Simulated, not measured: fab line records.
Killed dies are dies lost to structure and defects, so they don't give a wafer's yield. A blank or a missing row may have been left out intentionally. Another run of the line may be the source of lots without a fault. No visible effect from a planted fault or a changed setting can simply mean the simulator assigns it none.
A struck lot beside a sound one -- flow berkeley-cmos170 -- 19 steps out of a route of 331
Sound: wafers L747.2, L747.4, L747.5. The struck wafers were L755.4, L755.5, L755.6. The cause is named last.
Order at every step that has rows: each side's tool, ch and its chambers, its first start. Under that, the readings that differ: sound wafers -- struck wafers -- difference of the means -- sigmas: that difference in standard deviations of wafers without a fault.
alike: readings with means less than 2 such deviations apart, plus words and numbers identical on both sides. not compared: withheld readings, readings lacking a value on some wafer, bounds such as >300 that could conceal the same value, and numbers that have no deviation in the record and whose values overlap.
Wherever a step has rows on one side only, a row that says differs or no value, or a row with sigmas, the two part there. When numbers do not overlap yet have no deviation, they are printed without sigmas and do not part them. Lack of a reading on every wafer of one side parts them only where that side has two or more wafers.

UCB170_V2_STRIP_15: strips in O2.
  sound on plasma-asher-03 ch 0,1, day 9 11:32; struck on plasma-asher-03 ch 0,1, day 10 07:45
  alike: drypump-motor-current-A, oes-product-au, strip-time-to-endpoint-s
  not compared: rf-hours-counter-h
UCB170_V2_CD_MEAS_90 targets a cd of 700 nm.
  struck on cd-sem-02, day 10 07:52; sound on cd-sem-02, day 9 11:40
  alike: cd-nm
then, 1 step without rows for these wafers: UCB170_M3_PRE_CLEAN_00 (preclean etch time 60 s).
UCB170_M3_SPUTTER_01: material Al, target thk 900 nm, time 120 s.
  struck on pvd-sputter-01, day 10 08:00; sound on pvd-sputter-01, day 9 11:50
  alike: chamber-pressure-pa, throttle-valve-pct
UCB170_M3_RS_MEAS_02: the measuring method here is four-point-probe.
  struck on film-metro-04, day 10 08:08; sound on film-metro-01, day 9 11:56
  alike: M3_AL_RS
UCB170_M3_THK_MEAS_03: measures by xrf.
  struck on film-metro-04, day 10 08:14; sound on film-metro-01, day 9 12:02
reading,sound,struck,difference,sigmas
M3_AL_THK (nm),892 885 901,915 908 920,+22,+2
then, 3 steps without rows for these wafers: UCB170_M3_HMDS_04 (prime time 60 s); UCB170_M3_COAT_05 (resist thk 900 nm); UCB170_M3_SOFTBAKE_06 (time 60 s).
UCB170_M3_STRIP_07: strips in O2.
  sound on plasma-asher-03 ch 1, day 9 12:32; struck on plasma-asher-01 ch 0,1, day 10 08:53
  alike: drypump-motor-current-A, oes-product-au, strip-time-to-endpoint-s
  not compared: rf-hours-counter-h
then, 2 steps without rows for these wafers: UCB170_M3_STRIP_08 (strips KrF in DMSO, time 600 s); UCB170_M3_COAT_09.
UCB170_M3_COAT_10: resist thk 900 nm.
  sound on litho-track-01 ch 0, day 9 15:00; struck on litho-track-01 ch 0, day 10 11:00
reading,sound,struck,difference,sigmas
spin-speed-rpm (rpm),1498.9 1498.0 1497.1,1468.3 1466.4 1467.4,-30.6,-32
model.KrF_of_M3_COAT_10.thk-nm (nm),900.8 903.4 903.3,908.7 910.8 909.1,+7.0,
  alike: exhaust-pa
then, 3 steps without rows for these wafers: UCB170_M3_SOFTBAKE_11 (time 60 s); UCB170_M3_EXPOSE_12 (exposes mask METAL3, target cd 700 nm); UCB170_M3_PEB_13.
UCB170_M3_DEVELOP_14: develop time 45 s.
  sound on litho-track-03 ch 0; struck on litho-track-03 ch 0
reading,sound,struck,difference,sigmas
model.KrF_of_M3_COAT_10.thk-nm (nm),886.6 889.2 889.1,894.5 896.6 894.9,+7.0,
  alike: exhaust-pa
UCB170_M3_CD_MEAS_15 targets a cd of 700 nm.
  struck on cd-sem-02, day 10 13:24; sound on cd-sem-02, day 9 17:09
  alike: cd-nm
UCB170_M3_PROBE_99:
  record: rows for the struck wafers here (prober-01, day 10 14:32), none for the sound ones

## WHERE THEY PART
First at UCB170_M3_THK_MEAS_03; last, within this record, at UCB170_M3_PROBE_99.

WHY: whatever the simulator had introduced
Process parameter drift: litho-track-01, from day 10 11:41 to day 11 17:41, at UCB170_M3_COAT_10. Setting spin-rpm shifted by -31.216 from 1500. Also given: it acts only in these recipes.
